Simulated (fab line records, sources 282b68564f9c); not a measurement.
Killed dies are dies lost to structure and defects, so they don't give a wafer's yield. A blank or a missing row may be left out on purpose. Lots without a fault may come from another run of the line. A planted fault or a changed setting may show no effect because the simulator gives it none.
fab line records | flow rit_cmos
record lots=6 wafers=18 last_day=7
route steps=202 shown NSD@141 PSD@142 SDANNEAL@153 PLDD@159 NLDD@160 SILICIDE@161 CONTACT@168 M1@196
lots that met no fault: from a run of the same line without faults
start_h: hours from the record's first day to the start of the lot's first wafer shown | wait_h: hours since the lot's step before | " the same as in the row above | L1.1+2: a row that stands for several wafers | - no value, or no start given | * or withheld: withheld | < > ~ a bound
route shown NAME@n: a module of which the file shows steps, and the number in the route of the first | usual: mean/standard deviation of fault-free wafers | same: alike in all rows | chamber/n: place in a boat | sites: the reading at each site | _std_site: their standard deviation | _edge_site: outer sites' mean less inner sites' | radius_mm: how far each site lies from the wafer's centre | mask NAME#n: copy n | behind: the tool/chamber that last shaped the wafer | hold: why the lot was held/for how many hours/how that ended | device: the transistor (n, p or np) that didn't switch | end of line: the same wafers' tests at the end of the route | a step without rows: its recipe alone | killed: dies lost to structure and defects at the first sort, not the wafer's yield | map: a wafer's dies, x killed, . not, _ none there
set.NAME: the setting as run; set.NAME@STEP: as run at that earlier step | model.NAME: the simulator's own value behind a step, which no gauge read
lots at some steps of the route; a table a step, a row a wafer
services: from which hour (start_h, from the record's first day; less than 0 if before it) a tool's chamber was out of use, for how many hours, and why
## steps
# step RIT_NSD_TW_MEAS_10
# usual NSD_TW=3144/22
# columns lot.wafer tool chamber start_h wait_h NSD_TW
L221.1 film_metro-04 - 57.88 0.1 3099
L221.3 " - " " 3126
L221.4 " - " " 3102
L222.3 film_metro-03 - 63.03 0.1 3167
L222.5 " - " " 3167
L222.6 " - " " 3144
L229.3 film_metro-03 - 93.81 0.1 3141
L229.4 " - " " 3137
L229.5 " - " " 3162
L233.3 film_metro-04 - 124.80 0.1 3145
L233.4 " - " " 3132
L233.5 " - " " 3158
L240.2 film_metro-03 - 153.57 0.1 3169
L240.4 " - " " 3167
L240.6 " - " " 3179
L243.2 film_metro-02 - 165.99 0.1 3154
L243.5 " - " " 3159
L243.6 " - " " 3162
# step RIT_PSD_HMDS_00
# recipe prime_time_s=60 prime_temp_c=140
# step RIT_PSD_COAT_01
# recipe resist=NOVOLAK spin_rpm=3250 resist_thk_nm=1000
# step RIT_PSD_SOFTBAKE_02
# recipe resist=NOVOLAK temp_c=90 time_s=60
# step RIT_PSD_EXPOSE_03
# recipe mask_id=M10 na=0.57 target_cd_nm=40900 dose_mj=250
# step RIT_PSD_PEB_04
# recipe resist=NOVOLAK temp_c=withheld time_s=withheld
# step RIT_PSD_DEVELOP_05
# recipe resist=NOVOLAK develop_time_s=50 dev_temp_c=23
# step RIT_PSD_OVL_MEAS_06
# usual PSD_OVL=0.6/1.2
# columns lot.wafer tool chamber start_h wait_h PSD_OVL[nm]
L221.1 overlay-01 - 58.91 - -2.2
L221.3 " - " " -1.3
L221.4 " - " " 0.2
L222.3 overlay-02 - 64.06 - 1.3
L222.5 " - " " -1.1
L222.6 " - " " -0.8
L229.3 overlay-01 - 94.71 - 1.7
L229.4 " - " " -1.0
L229.5 " - " " 0.9
L233.3 overlay-02 - 125.75 - 0.2
L233.4 " - " " 1.4
L233.5 " - " " 1.1
L240.2 overlay-02 - 154.65 - 0.8
L240.4 " - " " -0.1
L240.6 " - " " 0.4
L243.2 overlay-01 - 167.02 - 0.9
L243.5 " - " " 0.8
L243.6 " - " " 1.3
# step RIT_PSD_HARDBAKE_07
# recipe resist=NOVOLAK temp_c=140 time_s=60
# step RIT_PSD_IMPLANT_08
# recipe species=BF2 energy_kev=27 dose_cm2=5e+15 tilt_deg=7
# step RIT_PSD_STRIP_09
# recipe chemistry=O2 time_s=180 resist=NOVOLAK platen_temp_c=withheld power_w=500 pressure_mtorr=4000 o2_flow_sccm=4000
# usual chamber_pressure_mTorr=4000/3.5 drypump_motor_current_A=5.4/0.34 o2_flow_sccm=4000/12
# same time_s=180
# columns lot.wafer tool chamber start_h wait_h chamber_pressure_mTorr drypump_motor_current_A o2_flow_sccm rf_hours_counter_h
L221.1 plasma_asher-02 1 59.25 0.1 3999 5.4 4001 44
L221.3 " 0 " " 4004 5.3 3986 -
L221.4 " 1 " " 3999 5.4 4014 -
L222.3 plasma_asher-04 0 64.66 0.1 3998 5.9 3991 -
L222.5 " 0 " " 3997 5.9 4006 -
L222.6 " 1 " " 4000 5.3 4008 -
L229.3 plasma_asher-04 1 95.09 0.1 3999 5.3 3995 -
L229.4 " 0 " " 4002 5.9 3997 -
L229.5 " 1 " " 4005 5.3 3986 -
L233.3 plasma_asher-02 0 126.13 0.1 4002 5.4 4014 -
L233.4 " 1 " " 4002 5.3 4006 -
L233.5 " 0 " " 4002 5.3 4017 -
L240.2 plasma_asher-04 0 155.09 0.1 3999 5.9 3990 4
L240.4 " 1 " " 4000 5.3 3998 -
L240.6 " 0 " " 3997 5.9 3997 -
L243.2 plasma_asher-02 1 167.54 0.1 4002 5.4 4003 57
L243.5 " 1 " " 3996 5.3 3995 -
L243.6 " 0 " " 3998 5.3 3988 -
# step RIT_PSD_TW_MEAS_10
# usual PSD_TW=3443/21
# columns lot.wafer tool chamber start_h wait_h PSD_TW
L221.1 film_metro-03 - 59.43 0.1 3450
L221.3 " - " " 3457
L221.4 " - " " 3457
L222.3 film_metro-04 - 64.79 0.1 3398
L222.5 " - " " 3421
L222.6 " - " " 3406
L229.3 film_metro-04 - 95.23 0.1 3427
L229.4 " - " " 3443
L229.5 " - " " 3436
L233.3 film_metro-03 - 126.27 0.1 3469
L233.4 " - " " 3462
L233.5 " - " " 3459
L240.2 film_metro-04 - 155.28 0.1 3416
L240.4 " - " " 3436
L240.6 " - " " 3415
L243.2 film_metro-02 - 167.73 0.1 3454
L243.5 " - " " 3470
L243.6 " - " " 3448
# step RIT_SDANNEAL_CLEAN_00
# recipe chemistry=SC1 mix=3:3:50 time_s=600 temp_c=75
# usual run_length_s=631/3.7
# columns lot.wafer tool chamber start_h wait_h run_length_s
L221.1 wet_bench-02 3 59.49 0.1 634
L221.3 " 3 " " 634
L221.4 " 3 " " 634
L222.3 wet_bench-01 1 64.83 0.0 628
L222.5 " 1 " " 628
L222.6 " 1 " " 628
L229.3 wet_bench-01 2 95.27 0.0 418
L229.4 " 2 " " 418
L229.5 " 2 " " 418
L233.3 wet_bench-01 2 126.31 0.0 418
L233.4 " 2 " " 418
L233.5 " 2 " " 418
L240.2 wet_bench-04 3 155.33 0.0 635
L240.4 " 3 " " 635
L240.6 " 3 " " 635
L243.2 wet_bench-04 3 167.78 0.0 635
L243.5 " 3 " " 635
L243.6 " 3 " " 635
# step RIT_SDANNEAL_CLEAN_01
# recipe chemistry=dHF dilution=50:1 time_s=30
# step RIT_SDANNEAL_CLEAN_02
# recipe chemistry=SC2 mix=3:3:50 time_s=600 temp_c=75 dry=n2_spin
# step RIT_SDANNEAL_RTA_03
# recipe temp_c=1050 time_s=5 idle_temp_c=600 ramp_up_c_per_s=342 ramp_down_c_per_s=171 cool_to_c=600 ambient=N2
# step RIT_SDANNEAL_RS_MEAS_04
# recipe thk_meas_gauge=four-point-probe
# usual PSD_RS=116.06/0.29
# columns lot.wafer tool chamber start_h wait_h PSD_RS[ohm/sq]
L221.1 film_metro-04 - 59.93 0.0 115.67
L221.3 " - " " 115.64
L221.4 " - " " 115.78
L222.3 film_metro-04 - 65.30 0.1 115.95
L222.5 " - " " 116.00
L222.6 " - " " 116.01
L229.3 film_metro-04 - 95.77 0.1 116.14
L229.4 " - " " 116.07
L229.5 " - " " 116.16
L233.3 film_metro-03 - 126.81 0.1 115.87
L233.4 " - " " 115.61
L233.5 " - " " 115.69
L240.2 film_metro-02 - 155.96 0.1 116.47
L240.4 " - " " 116.64
L240.6 " - " " 116.22
L243.2 film_metro-02 - 168.24 0.1 116.15
L243.5 " - " " 116.28
L243.6 " - " " 116.71
# step RIT_SDANNEAL_RS_MEAS_05
# recipe thk_meas_gauge=four-point-probe
# usual NSD_RS=84.43/0.28
# columns lot.wafer tool chamber start_h wait_h NSD_RS[ohm/sq]
L221.1 film_metro-04 - 60.05 0.1 84.47
L221.3 " - " " 84.14
L221.4 " - " " 84.14
L222.3 film_metro-04 - 65.42 0.1 84.43
L222.5 " - " " 84.11
L222.6 " - " " 84.33
L229.3 film_metro-04 - 95.89 0.1 84.53
L229.4 " - " " 84.66
L229.5 " - " " 84.51
L233.3 film_metro-03 - 126.93 0.1 83.69
L233.4 " - " " 83.95
L233.5 " - " " 83.86
L240.2 film_metro-02 - 156.08 0.1 84.39
L240.4 " - " " 84.66
L240.6 " - " " 84.88
L243.2 film_metro-02 - 168.36 0.1 84.57
L243.5 " - " " 84.36
L243.6 " - " " 84.47
# step RIT_SDANNEAL_RS_MEAS_06
# recipe thk_meas_gauge=four-point-probe
# usual PLDD_RS=178.8/0.47
# columns lot.wafer tool chamber start_h wait_h PLDD_RS[ohm/sq]
L221.1 film_metro-04 - 60.17 0.1 178.2
L221.3 " - " " 177.7
L221.4 " - " " 177.8
L222.3 film_metro-04 - 65.54 0.1 178.4
L222.5 " - " " 179.3
L222.6 " - " " 178.9
L229.3 film_metro-04 - 96.01 0.1 178.5
L229.4 " - " " 178.3
L229.5 " - " " 178.8
L233.3 film_metro-03 - 127.05 0.1 178.6
L233.4 " - " " 178.4
L233.5 " - " " 178.6
L240.2 film_metro-02 - 156.20 0.1 179.3
L240.4 " - " " 179.6
L240.6 " - " " 179.3
L243.2 film_metro-02 - 168.48 0.1 178.5
L243.5 " - " " 178.8
L243.6 " - " " 179.1
# step RIT_SDANNEAL_RS_MEAS_07
# recipe thk_meas_gauge=four-point-probe
# usual NLDD_RS=152.7/0.54
# columns lot.wafer tool chamber start_h wait_h NLDD_RS[ohm/sq]
L221.1 film_metro-04 - 60.29 0.1 152.5
L221.3 " - " " 152.1
L221.4 " - " " 153.0
L222.3 film_metro-04 - 65.66 0.1 152.4
L222.5 " - " " 152.5
L222.6 " - " " 152.7
L229.3 film_metro-04 - 96.13 0.1 153.8
L229.4 " - " " 154.0
L229.5 " - " " 154.3
L233.3 film_metro-03 - 127.17 0.1 151.6
L233.4 " - " " 152.2
L233.5 " - " " 151.3
L240.2 film_metro-02 - 156.32 0.1 152.2
L240.4 " - " " 152.8
L240.6 " - " " 152.6
L243.2 film_metro-02 - 168.60 0.1 152.3
L243.5 " - " " 152.5
L243.6 " - " " 152.4
# step RIT_SILICIDE_WET_ETCH_00
# recipe chemistry=BOE target=SiO2 target_depth_nm=14 time_s=15.47 dry=n2_spin dilution=10:1 temp_c=21.5
# step RIT_SILICIDE_SPUTTER_01
# recipe material=Ti target_thk_nm=30 power_w=350 chamber_pressure_pa=0.667 gas=Ar time_s=240 substrate_temp_c=25
# step RIT_SILICIDE_RS_MEAS_02
# recipe thk_meas_gauge=four-point-probe reads=Ti_of_SILICIDE_SPUTTER_01
# usual SILICIDE_TI_RS=48.0/0.69
# columns lot.wafer tool chamber start_h wait_h SILICIDE_TI_RS[ohm/sq]
L221.1 film_metro-04 - 60.57 0.1 46.9
L221.3 " - " " 47.5
L221.4 " - " " 47.2
L222.3 film_metro-04 - 65.94 0.1 48.2
L222.5 " - " " 47.8
L222.6 " - " " 47.7
L229.3 film_metro-01 - 96.41 0.1 49.0
L229.4 " - " " 48.6
L229.5 " - " " 48.4
L233.3 film_metro-01 - 127.45 0.1 47.0
L233.4 " - " " 46.6
L233.5 " - " " 47.6
L240.2 film_metro-03 - 156.61 0.1 49.0
L240.4 " - " " 48.7
L240.6 " - " " 48.4
L243.2 film_metro-04 - 168.88 0.1 48.2
L243.5 " - " " 48.6
L243.6 " - " " 47.9
# step RIT_SILICIDE_THK_MEAS_03
# recipe thk_meas_gauge=xrf reads=Ti_of_SILICIDE_SPUTTER_01
# usual SILICIDE_TI_THK=30.2/0.39
# columns lot.wafer tool chamber start_h wait_h SILICIDE_TI_THK[nm]
L221.1 film_metro-04 - 60.69 0.1 31.0
L221.3 " - " " 30.6
L221.4 " - " " 30.7
L222.3 film_metro-04 - 66.04 0.1 30.4
L222.5 " - " " 30.5
L222.6 " - " " 30.7
L229.3 film_metro-01 - 96.51 0.1 29.7
L229.4 " - " " 29.8
L229.5 " - " " 29.9
L233.3 film_metro-01 - 127.55 0.1 30.5
L233.4 " - " " 30.9
L233.5 " - " " 30.1
L240.2 film_metro-03 - 156.72 0.1 29.3
L240.4 " - " " 29.6
L240.6 " - " " 29.7
L243.2 film_metro-04 - 168.99 0.1 30.5
L243.5 " - " " 30.2
L243.6 " - " " 30.5
# step RIT_SILICIDE_RTA_04
# recipe temp_c=650 time_s=10 idle_temp_c=25 ramp_up_s=5 ramp_down_s=5 cool_to_c=25 ambient=N2
# step RIT_SILICIDE_WET_ETCH_05
# recipe chemistry=SPM target=Ti temp_c=90 time_s=120 dry=n2_spin
# step RIT_SILICIDE_RTA_06
# recipe temp_c=750 time_s=10 idle_temp_c=25 ramp_up_s=5 ramp_down_s=10 cool_to_c=25 ambient=N2
# usual wafer_temp_C_max=753.8/0.76
# same time_s=10
# columns lot.wafer tool chamber start_h wait_h wafer_temp_C_max
L221.1 rtp_anneal-02 0 60.86 0.0 753.9
L221.3 " 0 " " 752.9
L221.4 " 0 " " 754.3
L222.3 rtp_anneal-02 0 66.21 0.0 753.5
L222.5 " 0 " " 752.9
L222.6 " 0 " " 754.2
L229.3 rtp_anneal-02 0 96.68 0.0 752.8
L229.4 " 0 " " 752.6
L229.5 " 0 " " 754.5
L233.3 rtp_anneal-02 0 127.73 0.0 753.0
L233.4 " 0 " " 754.3
L233.5 " 0 " " 753.2
L240.2 rtp_anneal-02 0 156.93 0.0 752.9
L240.4 " 0 " " 754.4
L240.6 " 0 " " 753.2
L243.2 rtp_anneal-02 0 169.17 0.0 753.8
L243.5 " 0 " " 753.3
L243.6 " 0 " " 754.2
# step RIT_CONTACT_CVD_00
# recipe material=SiO2 target_thk_nm=400 precursor=TEOS temp_c=390 time_s=59.75 rf_w=400
# usual heater_power_w=340/47 susceptor_temp_C=390.02/0.24
# same time_s=59.75
# columns lot.wafer tool chamber start_h wait_h heater_power_w susceptor_temp_C
L221.1 pecvd-04 1 60.93 0.1 270 389.66
L221.3 " 2 " " 346 390.22
L221.4 " 0 " " 387 390.04
L222.3 pecvd-03 2 66.26 0.0 428 390.00
L222.5 " 2 " " 323 389.99
L222.6 " 0 " " 401 390.07
L229.3 pecvd-01 1 96.73 0.0 301 389.79
L229.4 " 2 " " 404 389.82
L229.5 " 1 " " 312 390.39
L233.3 pecvd-04 2 127.77 0.0 322 390.17
L233.4 " 0 " " 373 390.38
L233.5 " 2 " " 340 389.97
L240.2 pecvd-01 0 156.98 0.0 371 389.51
L240.4 " 1 " " 286 390.17
L240.6 " 0 " " 375 389.95
L243.2 pecvd-03 2 169.22 0.0 345 390.06
L243.5 " 2 " " 360 389.90
L243.6 " 0 " " 391 389.73
# step RIT_CONTACT_THK_MEAS_01
# recipe reads=SiO2_of_CONTACT_CVD_00
# usual CONTACT_TEOS_THK=391/4.7
# columns lot.wafer tool chamber start_h wait_h CONTACT_TEOS_THK[nm]
L221.1 film_metro-02 - 60.98 0.0 391
L221.3 " - " " 393
L221.4 " - " " 395
L222.3 film_metro-02 - 66.33 0.0 392
L222.5 " - " " 400
L222.6 " - " " 403
L229.3 film_metro-02 - 96.80 0.0 392
L229.4 " - " " 396
L229.5 " - " " 399
L233.3 film_metro-02 - 127.84 0.0 387
L233.4 " - " " 397
L233.5 " - " " 398
L240.2 film_metro-01 - 157.04 0.0 391
L240.4 " - " " 393
L240.6 " - " " 388
L243.2 film_metro-01 - 169.28 0.0 387
L243.5 " - " " 395
L243.6 " - " " 397
# step RIT_CONTACT_HMDS_02
# recipe prime_time_s=60 prime_temp_c=140
# step RIT_CONTACT_COAT_03
# recipe resist=NOVOLAK spin_rpm=3250 resist_thk_nm=1000
# step RIT_CONTACT_SOFTBAKE_04
# recipe resist=NOVOLAK temp_c=90 time_s=60
# step RIT_CONTACT_EXPOSE_05
# recipe mask_id=M11 na=0.6 source_shape=conventional sigma_outer=0.5 target_cd_nm=1000 dose_mj=250
# step RIT_CONTACT_PEB_06
# recipe resist=NOVOLAK temp_c=withheld time_s=withheld
# step RIT_CONTACT_DEVELOP_07
# recipe resist=NOVOLAK develop_time_s=120 dev_temp_c=23
# step RIT_CONTACT_CD_MEAS_08
# recipe target_cd_nm=1000
# usual cd_nm=1000.3/2
# columns lot.wafer tool chamber start_h wait_h cd_nm
L221.1 cd_sem-02 - 62.01 - 997.3
L221.3 " - " " 996.2
L221.4 " - " " 995.2
L222.3 cd_sem-01 - 67.50 - 1002.3
L222.5 " - " " 1001.8
L222.6 " - " " 1003.4
L229.3 cd_sem-01 - 98.18 - 997.6
L229.4 " - " " 998.6
L229.5 " - " " 996.4
L233.3 cd_sem-01 - 129.01 - 1002.3
L233.4 " - " " 1000.2
L233.5 " - " " 999.2
L240.2 cd_sem-01 - 158.25 - 1003.8
L240.4 " - " " 1003.9
L240.6 " - " " 1002.8
L243.2 cd_sem-01 - 170.53 - 1003.2
L243.5 " - " " 1001.2
L243.6 " - " " 1000.7
# step RIT_CONTACT_OVL_MEAS_09
# usual CONTACT_OVL=-0.1/1.2
# columns lot.wafer tool chamber start_h wait_h CONTACT_OVL[nm]
L221.1 overlay-01 - 62.13 0.1 -0.5
L221.3 " - " " -1.5
L221.4 " - " " 1.0
L222.3 overlay-02 - 67.59 0.1 -1.2
L222.5 " - " " -0.1
L222.6 " - " " -0.6
L229.3 overlay-01 - 98.27 0.1 0.1
L229.4 " - " " 0.4
L229.5 " - " " -0.4
L233.3 overlay-01 - 129.10 0.1 0.3
L233.4 " - " " -0.9
L233.5 " - " " -0.8
L240.2 overlay-02 - 158.35 0.1 0.2
L240.4 " - " " 0.0
L240.6 " - " " 0.4
L243.2 overlay-02 - 170.64 0.1 1.0
L243.5 " - " " -1.2
L243.6 " - " " 1.8
# step RIT_CONTACT_HARDBAKE_10
# recipe resist=NOVOLAK temp_c=140 time_s=60
# step RIT_CONTACT_ETCH_11
# recipe target_depth_a=4800 over_etch_frac=0.2 stop_on=TiSi2 chemistry=CHF3/CF4/Ar target=SiO2 CHF3_flow_sccm=50 cf4_flow_sccm=10 Ar_flow_sccm=100 O2_flow_sccm=5 pressure_mtorr=100 rf_w=200 time_s=320
# usual chamber_pressure_mTorr=100.01/0.087 drypump_motor_current_A=5.9/0.33 oes_product_au=0.985/0.015 throttle_valve_pct=8.92/0.11
# same time_s=320
# columns lot.wafer tool chamber start_h wait_h chamber_pressure_mTorr drypump_motor_current_A oes_product_au rf_hours_counter_h throttle_valve_pct
L221.1 rie_diel-01 2 62.31 0.1 100.06 5.9 0.975 82 8.91
L221.3 " 0 " " 100.12 5.7 0.993 0 9.06
L221.4 " 3 " " 99.94 6.1 0.991 - 8.94
L222.3 rie_diel-03 2 67.76 0.1 100.14 5.8 0.993 104 8.91
L222.5 " 1 " " 99.85 6.2 0.959 - 9.07
L222.6 " 2 " " 99.93 5.8 0.999 - 8.90
L229.3 rie_diel-03 0 98.58 0.1 100.05 5.9 1.008 82 8.71
L229.4 " 2 " " 100.17 5.8 1.002 105 8.92
L229.5 " 0 " " 100.08 5.8 1.013 - 8.70
L233.3 rie_diel-04 1 129.39 0.1 99.98 6.2 0.961 122 8.84
L233.4 " 0 " " 100.00 4.7 0.983 79 9.09
L233.5 " 2 " " 100.04 6.4 0.988 - 8.89
L240.2 rie_diel-01 3 158.53 0.1 99.85 6.0 0.994 6 8.94
L240.4 " 1 " " 99.97 5.6 0.966 15 8.88
L240.6 " 3 " " 100.03 6.1 0.984 - 8.93
L243.2 rie_diel-01 0 170.82 0.1 99.99 5.7 0.987 3 9.07
L243.5 " 1 " " 99.94 5.6 0.968 - 8.88
L243.6 " 2 " " 99.97 5.9 0.977 - 8.89
# step RIT_CONTACT_STRIP_12
# recipe chemistry=O2 time_s=180 resist=NOVOLAK platen_temp_c=withheld power_w=500 pressure_mtorr=4000 o2_flow_sccm=4000
# usual chamber_pressure_mTorr=4000/3.4 drypump_motor_current_A=5.3/0.36 o2_flow_sccm=4001/12
# same time_s=180
# columns lot.wafer tool chamber start_h wait_h chamber_pressure_mTorr drypump_motor_current_A o2_flow_sccm rf_hours_counter_h
L221.1 plasma_asher-03 1 62.51 0.1 4003 5.6 4001 25
L221.3 " 1 " " 3998 5.7 4003 -
L221.4 " 0 " " 4002 5.9 3996 -
L222.3 plasma_asher-02 1 68.02 0.2 3999 5.3 4017 -
L222.5 " 1 " " 3998 5.4 3993 -
L222.6 " 0 " " 4004 5.3 4016 -
L229.3 plasma_asher-01 0 98.83 0.2 3995 5.0 4016 -
L229.4 " 1 " " 3996 4.8 4007 -
L229.5 " 0 " " 3998 5.0 4007 -
L233.3 plasma_asher-01 1 129.64 0.2 3999 4.9 3984 -
L233.4 " 0 " " 4001 5.0 4007 -
L233.5 " 1 " " 3997 4.9 3988 -
L240.2 plasma_asher-01 0 158.73 0.1 4001 5.0 4014 52
L240.4 " 0 " " 4008 5.0 4011 -
L240.6 " 0 " " 4002 5.0 4023 -
L243.2 plasma_asher-01 0 171.01 0.1 4004 5.0 4001 53
L243.5 " 0 " " 3999 5.0 4001 -
L243.6 " 1 " " 4001 4.9 3998 -
# step RIT_CONTACT_CD_MEAS_90
# recipe target_cd_nm=1000
# usual cd_nm=1000.2/1.9
# columns lot.wafer tool chamber start_h wait_h cd_nm
L221.1 cd_sem-01 - 62.68 0.1 997.4
L221.3 " - " " 996.6
L221.4 " - " " 995.3
L222.3 cd_sem-02 - 68.17 0.1 1002.5
L222.5 " - " " 1001.9
L222.6 " - " " 1003.0
L229.3 cd_sem-02 - 98.99 0.1 997.6
L229.4 " - " " 998.1
L229.5 " - " " 997.4
L233.3 cd_sem-02 - 129.80 0.1 1001.6
L233.4 " - " " 1000.8
L233.5 " - " " 998.8
L240.2 cd_sem-02 - 158.92 0.1 1004.4
L240.4 " - " " 1003.6
L240.6 " - " " 1002.5
L243.2 cd_sem-02 - 171.20 0.1 1003.0
L243.5 " - " " 1001.1
L243.6 " - " " 1000.3
# step RIT_CONTACT_CLEAN_13
# recipe chemistry=SC1 mix=3:3:50 time_s=600 temp_c=75
# step RIT_M1_METAL_ETCH_12
# recipe stop_on=SiO2 chemistry=Cl2/BCl3 target=Al time_s=165 over_etch_frac=0.5 pressure_mtorr=100 target_depth_a=6000 rf_w=243.5 Cl2_flow_sccm=60 bcl3_flow_sccm=50
# usual chamber_pressure_mTorr=100.00/0.085 drypump_motor_current_A=6.2/0.55 he_backside_leak_sccm=3.33/0.24 oes_product_au=0.775/0.0091 throttle_valve_pct=8.24/0.069
# same time_s=165
# columns lot.wafer tool chamber start_h wait_h chamber_pressure_mTorr drypump_motor_current_A he_backside_leak_sccm oes_product_au rf_hours_counter_h throttle_valve_pct model.M1.cd_nm
L221.1 rie_metal-04 1 65.08 0.2 100.10 4.9 3.71 0.771 38 8.19 2603
L221.3 " 0 " " 100.04 6.4 3.30 0.761 - 8.25 2604
L221.4 " 1 " " 99.94 5.0 3.62 0.767 - 8.17 2602
L222.3 rie_metal-03 1 70.61 0.2 100.12 6.2 3.14 0.777 - 8.36 2606
L222.5 " 1 " " 99.91 6.2 2.96 0.787 - 8.38 2603
L222.6 " 0 " " 99.99 6.8 3.22 0.781 - 8.19 2603
L229.3 rie_metal-02 1 101.41 0.2 100.00 5.7 3.27 0.776 - 8.22 2603
L229.4 " 0 " " 100.07 6.4 3.14 0.785 - 8.21 2601
L229.5 " 0 " " 99.95 6.4 3.31 0.777 - 8.21 2601
L233.3 rie_metal-03 0 132.65 0.2 99.99 6.7 3.38 0.760 - 8.18 2621
L233.4 " 1 " " 99.96 6.2 3.19 0.765 - 8.37 2620
L233.5 " 0 " " 99.98 6.7 3.46 0.760 - 8.17 2619
L240.2 rie_metal-03 0 161.26 0.2 100.06 6.8 3.29 0.770 2 8.17 2602
L240.4 " 1 " " 99.97 6.3 2.96 0.774 - 8.37 2604
L240.6 " 0 " " 100.01 6.7 3.47 0.756 - 8.17 2603
L243.2 rie_metal-04 0 173.59 0.2 100.07 6.4 3.14 0.775 0 8.25 2602
L243.5 " 0 " " 99.89 6.4 3.15 0.771 - 8.26 2604
L243.6 " 1 " " 100.02 5.0 3.56 0.780 - 8.18 2602
# step RIT_M1_PROBE_99
# usual killed_at_contacts=0.1/0.25 killed_at_front_end=7/3.2 killed_dies=7/3.2 killed_open=3.5/2.2 killed_short=3.6/2.1
# same gross_dies=264 killed_at_M0_to_M3=0 killed_at_M4_up=0 killed_at_back_side=0 killed_at_other=0
# columns lot.wafer tool chamber start_h wait_h killed_at_contacts killed_at_front_end killed_dies killed_open killed_short
L221.1 prober-02 - 67.33 0.1 0 8 8 6 2
L221.3 prober-02 - 67.43 0.2 0 5 5 3 2
L221.4 prober-02 - 67.48 0.2 0 10 10 6 4
L222.3 prober-01 - 72.91 0.2 0 8 8 4 4
L222.5 prober-01 - 73.01 0.2 0 6 6 5 1
L222.6 prober-01 - 73.06 0.2 0 3 3 1 2
L233.3 prober-02 - 134.95 0.2 0 12 12 2 10
L233.4 prober-02 - 135.00 0.2 0 5 5 1 4
L233.5 prober-02 - 135.05 0.2 0 4 4 2 2
L243.2 prober-02 - 175.90 0.1 0 9 9 4 5
L243.5 prober-02 - 176.05 0.2 0 13 13 7 6
L243.6 prober-02 - 176.10 0.2 1 6 7 4 3
# killed by level:class
L221.1 GATE:geometric_particle:open=4 REOX:geometric_particle:open=1 REOX:geometric_particle:short=1 SPACER:geometric_particle:open=1 SPACER:geometric_particle:short=1
L221.3 GATE:geometric_particle:open=2 FOX1:geometric_particle:open=1 FOX1:geometric_particle:short=1 GATE:geometric_particle:short=1
L221.4 GATE:geometric_particle:open=5 FOX1:geometric_particle:short=1 FOX2:geometric_particle:short=1 GATE:geometric_particle:short=1 SPACER:geometric_particle:open=1 SILICIDE:geometric_particle:short=1
L222.3 GATE:geometric_particle:open=3 GATE:geometric_particle:short=2 REOX:geometric_particle:short=1 REOX:geometric_particle:open=1 SPACER:geometric_particle:short=1
L222.5 SILICIDE:geometric_particle:open=2 FOX1:geometric_particle:open=1 FOX1:geometric_particle:short=1 GATE:geometric_particle:open=1 SPACER:geometric_particle:open=1
L222.6 FOX1:geometric_particle:short=1 GATE:geometric_particle:open=1 SILICIDE:geometric_particle:short=1
L233.3 SILICIDE:geometric_particle:short=5 FOX2:geometric_particle:short=2 GATE:geometric_particle:short=2 FOX1:geometric_particle:short=1 GATE:geometric_particle:open=1 SPACER:geometric_particle:open=1
L233.4 GATE:geometric_particle:short=3 FOX1:geometric_particle:open=1 SPACER:geometric_particle:short=1
L233.5 GATE:geometric_particle:short=2 GATE:geometric_particle:open=1 SPACER:geometric_particle:open=1
L243.2 GATE:geometric_particle:short=2 FOX1:geometric_particle:open=1 GATE:geometric_particle:open=1 REOX:geometric_particle:short=1 REOX:geometric_particle:open=1 SPACER:geometric_particle:short=1 SPACER:geometric_particle:open=1 SILICIDE:geometric_particle:short=1
L243.5 GATE:geometric_particle:open=3 REOX:geometric_particle:open=2 ACTIVE:geometric_particle:open=1 FOX1:geometric_particle:short=1 FOX1:geometric_particle:open=1 FOX2:geometric_particle:short=1 GATE:geometric_particle:short=1 REOX:geometric_particle:short=1
L243.6 FOX1:geometric_particle:open=2 GATE:geometric_particle:short=1 REOX:geometric_particle:open=1 SPACER:geometric_particle:short=1 SILICIDE:geometric_particle:short=1 CONTACT:geometric_particle:open=1
## services
# columns tool chamber start_h hours kind
plasma_asher-04 - 43.51 3.7 repair
pecvd-03 - 49.22 0.8 pm
rie_diel-01 1 49.92 13.7 repair
plasma_asher-04 - 51.11 3.1 repair
rie_diel-01 2 52.35 3.6 repair
rie_metal-02 - 55.97 14.6 pm
rie_diel-04 2 62.58 1.5 repair
plasma_asher-04 - 77.09 1.1 repair
rtp_anneal-02 - 80.50 6.7 pm
rie_diel-01 - 84.90 2.8 pm
rie_diel-01 - 90.31 14.6 pm
pecvd-03 1 94.74 8.4 repair
rie_diel-03 2 99.34 4.8 repair
rie_diel-03 - 105.01 0.9 repair
plasma_asher-04 - 108.75 9.0 pm
rie_metal-04 - 121.22 28.1 pm
rie_diel-01 1 123.80 4.4 repair
rie_diel-03 3 124.09 15.3 repair
plasma_asher-04 - 131.12 4.3 pm
pecvd-03 1 142.16 7.6 repair
rie_diel-01 1 149.04 4.0 repair
rie_metal-04 - 149.32 20.0 pm
plasma_asher-01 - 160.90 2.8 pm
pecvd-03 - 164.47 2.8 pm
## key
first_sign step=RIT_SDANNEAL_CLEAN_00 reading=run_length_s direction=down sigmas=57 usual=* struck=*
effect none on later readings
model_effect step=RIT_M1_METAL_ETCH_12 value=M1.cd_nm without=2600 struck=2611
met_at RIT_SDANNEAL_CLEAN_00
struck_wafers L229.3,L229.4,L229.5,L233.3,L233.4,L233.5
tester_left_out L229,L233
loop_trim step=RIT_M1_EXPOSE_06 setting=dose lots=L233
fault kind=process_parameter_drift tool=wet_bench-01 chamber=2 onset_h=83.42 steps=RIT_SDANNEAL_CLEAN_00 channel=time_s offset=* shape=step end_h=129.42 acts_in=* stated=*
# tester_left_out: of these lots the tester's yield and bins aren't shown, on N5 and GAA mostly nor the transistor test; their killed dies are dies lost to structure and defects alone, not to doping, threshold or leakage, so they don't give the yield
# loop_trim: a control loop set the setting to another value than it would have without faults
